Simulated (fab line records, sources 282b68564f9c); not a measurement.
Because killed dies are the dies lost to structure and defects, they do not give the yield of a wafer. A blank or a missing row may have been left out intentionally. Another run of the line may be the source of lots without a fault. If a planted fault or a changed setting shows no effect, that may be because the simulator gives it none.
Which tool did it? ; flow ritCmos ; 14 lots with 42 wafers sampled at 2 steps, on a route of 202 steps

== WHAT THE GAUGES SHOWED, per wafer ==
RIT_NRETRO_TW_MEAS_10.
lot;measured;on;NRETRO_TW
L604;day 2 08:34;filmMetro-04;1054 1050 1052
L605;day 2 12:49;filmMetro-02;1053 1045 1050
L606;day 2 17:20;filmMetro-04;1049 1052 1055
L607;day 2 22:02;filmMetro-02;1051 1051 1049
L608;day 3 02:11;filmMetro-04;1050 1044 1039
L609;day 3 08:40;filmMetro-04;1048 1049 1053
L610;day 3 12:16;filmMetro-03;1027 1028 1032
L611;day 3 20:46;filmMetro-04;1046 1052 1044
L612;day 4 01:14;filmMetro-04;1053 1058 1061
L613;day 4 07:30;filmMetro-03;1033 1036 1043
L614;day 4 11:20;filmMetro-04;1056 1058 1056
L615;day 4 14:55;filmMetro-04;1062 1063 1056
L622;day 6 01:35;filmMetro-04;983 979 980
L623;day 6 05:44;filmMetro-03;972 967 971

== EACH LOT AND THE TOOL THAT RAN IT (in order: tool; ch and the chambers of the sampled wafers; start) ==
lot;RIT_NRETRO_IMPLANT_08
L604;implanter-03 ch 0, day 2 08:15
L605;implanter-01 ch 0, day 2 12:30
L606;implanter-01 ch 0, day 2 17:01
L607;implanter-03 ch 0, day 2 21:43
L608;implanter-02 ch 0, day 3 01:52
L609;implanter-03 ch 0, day 3 08:21
L610;implanter-01 ch 0, day 3 11:57
L611;implanter-02 ch 0, day 3 20:27
L612;implanter-02 ch 0, day 4 00:55
L613;implanter-01 ch 0, day 4 07:11
L614;implanter-03 ch 0, day 4 11:01
L615;implanter-03 ch 0, day 4 14:36
L622;implanter-03 ch 0, day 6 01:16
L623;implanter-03 ch 0, day 6 05:26
- RIT_NRETRO_IMPLANT_08

== AS READ BY THE TOOLS THEMSELVES (means over the sampled wafers that have a number; for cases with no such wafer, the mark the record gives instead) ==
RIT_NRETRO_IMPLANT_08.
lot;tool;beamOnS (s);doseIonsCm2;faradayCurrentUA
L604;implanter-03;10.12;1.0016e+13;31.3
L605;implanter-01;10.12;9.9923e+12;31.3
L606;implanter-01;10.22;9.9933e+12;31.1
L607;implanter-03;10.05;9.9847e+12;31.5
L608;implanter-02;9.75;1.0006e+13;32.5
L609;implanter-03;10.03;1.0000e+13;31.7
L610;implanter-01;10.12;1.0004e+13;31.4
L611;implanter-02;9.93;1.0000e+13;31.9
L612;implanter-02;10.09;1.0005e+13;31.4
L613;implanter-01;10.17;9.9843e+12;31.2
L614;implanter-03;10.03;9.9943e+12;31.6
L615;implanter-03;9.97;1.0006e+13;31.9
L622;implanter-03;10.04;8.3040e+12;26.3
L623;implanter-03;9.95;8.2983e+12;26.4

== THE ANSWER, worked out from the rows above alone ==
Rule: usual is defined by the lots themselves. Put in order of their means at a reading, lots are off if they are a third of the lots or fewer, leave a main group of 4 or more, and stand apart from it by a gap of 3 or more times the standard deviation of the main group's means; of several such gaps the widest counts. If all means in a main group match to the digits the tables above print for the reading, that group is not used. Also off: a lot with no number at a reading for which 4 or more lots have one. Where the step has rows for the other lots, those lots are counted as sound. The gauges are gone through in route order, then the tools' own readings, and for those a lot's mean is taken as printed above. The first step at which some lot is off is used, and at that step the reading that is off furthest; a lot without a number counts as furthest.
Off: at RIT_NRETRO_TW_MEAS_10 (NRETRO_TW), L622, L623. Main group: mean 1049, sd 8.4.
A tool fits if, at a process step before that reading, it ran every lot that is off, and no sound lot after the first of them. The gauges at RIT_NRETRO_TW_MEAS_10 aren't tried: what is off there is off at RIT_NRETRO_IMPLANT_08 too, on other tools, and a gauge's error can't cause that. One fits: RIT_NRETRO_IMPLANT_08 on implanter-03. Its last sound lot is L615 (day 4 14:36), its first lot that is off L622 (day 6 01:16): a fault that began between those two fits.
The tool's own readings at RIT_NRETRO_IMPLANT_08 bear it out: on the lots that are off they differ by more than 5 times the standard deviation of the sound lots' means. doseIonsCm2 reads 8.3012e+12 there against 9.9988e+12 on the sound lots; faradayCurrentUA reads 26.4 there against 31.6 on the sound lots.

== WHAT THE SIMULATOR PUT IN ==
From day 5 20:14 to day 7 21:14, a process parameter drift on implanter-03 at RIT_NRETRO_IMPLANT_08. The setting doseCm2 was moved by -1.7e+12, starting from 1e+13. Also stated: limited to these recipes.
Struck lots among those shown: L622, L623. Same finding as the rule above.
